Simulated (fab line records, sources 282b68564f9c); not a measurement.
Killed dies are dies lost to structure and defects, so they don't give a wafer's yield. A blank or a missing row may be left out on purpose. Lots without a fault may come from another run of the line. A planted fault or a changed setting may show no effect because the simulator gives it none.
Split-lot experiment | flow rit_cmos | 5 lots, 23 wafers read, on a route of 202 steps

THE SPLIT
At RIT_NLDD_SOFTBAKE_02 (time 60 s), the setting temp_c was moved away from the recipe's 90 C on 9 of the 23 wafers read, by -3.8% to +2.5%. The other wafers ran this setting at the recipe's value.

FROM THE SPLIT TO THE READING: what the file shows between them, 2 steps
- RIT_NLDD_EXPOSE_03: exposes mask M7, target cd 40700 nm
- RIT_NLDD_PEB_04

THE READING
NOVOLAK_of_NLDD_COAT_01.thk_nm (the simulator's own value, which no gauge read), in nm, at RIT_NLDD_DEVELOP_05 (develop time 50 s). The file gives no usual value for it. The 14 wafers here that ran the recipe average 1001.1 nm, standard deviation 2.7 nm.

wafer  | tool, chamber at the split | temp_c as run, C | against the recipe | NOVOLAK_of_NLDD_COAT_01.thk_nm, nm | against lot-mates on the recipe
L076.1 | litho_track-04, 0          | 86.81            | -3.5%              | 1011                               | +9.0
L076.2 | litho_track-04, 0          | 86.81            | -3.5%              | 1011                               | +9.0
L076.4 | litho_track-04, 0          | 90               | recipe             | 1003                               | -
L076.5 | litho_track-04, 0          | 90               | recipe             | 1001                               | -
L076.6 | litho_track-04, 0          | 86.81            | -3.5%              | 1013                               | +11.0
L077.2 | litho_track-03, 0          | 90               | recipe             | 1002                               | -
L077.3 | litho_track-03, 0          | 90               | recipe             | 1002                               | -
L077.4 | litho_track-03, 0          | 90               | recipe             | 1005                               | -
L077.5 | litho_track-03, 0          | 90               | recipe             | 1000                               | -
L077.6 | litho_track-03, 0          | 90               | recipe             | 997.5                              | -
L079.1 | litho_track-04, 0          | 90               | recipe             | 995.7                              | -
L079.3 | litho_track-04, 0          | 86.62            | -3.8%              | 1007                               | +10.7
L079.4 | litho_track-04, 0          | 86.62            | -3.8%              | 1005                               | +8.7
L079.5 | litho_track-04, 0          | 86.62            | -3.8%              | 1006                               | +9.7
L079.6 | litho_track-04, 0          | 90               | recipe             | 996.9                              | -
L084.1 | litho_track-04, 0          | 90               | recipe             | 1003                               | -
L084.4 | litho_track-04, 0          | 90               | recipe             | 1003                               | -
L084.5 | litho_track-04, 0          | 90               | recipe             | 998.9                              | -
L085.1 | litho_track-04, 0          | 92.26            | +2.5%              | 994                                | -9.5
L085.2 | litho_track-04, 0          | 90               | recipe             | 1004                               | -
L085.3 | litho_track-04, 0          | 92.26            | +2.5%              | 994.9                              | -8.6
L085.5 | litho_track-04, 0          | 92.26            | +2.5%              | 995.6                              | -7.9
L085.6 | litho_track-04, 0          | 90               | recipe             | 1003                               | -

THE FIT
A straight line over all 23 wafers: NOVOLAK_of_NLDD_COAT_01.thk_nm changes by -2.2 nm for each +1% of temp_c; r = -0.85; the points scatter about the line by 2.8 nm.
The same after taking each lot's own level away (the mean of its wafers on the recipe; 23 wafers): -2.86 nm for each +1%; r = -0.96; scatter 1.7 nm.
On that fit, the largest move of temp_c shifts the reading by 11 nm.
The lots' own levels span 996.30 to 1003.50 nm, that is 2.6 times the standard deviation above.
So the lot-to-lot level changes the slope: the two fits differ.
Check: with one of the wafers moved furthest among these (-3.8%) left out of the fit, the line predicts +10.3 nm for it against its lot-mates. It came out at +10.7 nm against them.

OTHER SPLITS ON THESE WAFERS
These wafers also went through other splits before the reading. Each is held against what the fit with the lots' levels taken away leaves over:
other split on the same wafers   | wafers away from the commonest value | r with NOVOLAK_of_NLDD_COAT_01.thk_nm (lot level and that fit taken away)
RIT_ACTIVE_EXPOSE_08 dose_mj     | 6                                    | +0.20
RIT_ACTIVE_HARDBAKE_12 temp_c    | 9                                    | -0.01
RIT_FOX2_OXIDATION_00 temp_c     | 18                                   | -0.20
RIT_NWELL_IMPLANT_08 energy_kev  | 11                                   | +0.02
RIT_PRETRO_COAT_01 resist_thk_nm | 8                                    | +0.12
RIT_PRETRO_HARDBAKE_07 temp_c    | 4                                    | -0.37
RIT_GATE_CLEAN_04 time_s         | 10                                   | -0.17
RIT_GATE_CVD_08 sih4_flow_sccm   | 10                                   | +0.02
RIT_GATE_ETCH_19 time_s          | 9                                    | -0.15

THE FILE'S OWN FIT
NOVOLAK_of_NLDD_COAT_01.thk_nm changes by -2.79 nm for each +1% of temp_c, r = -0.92.
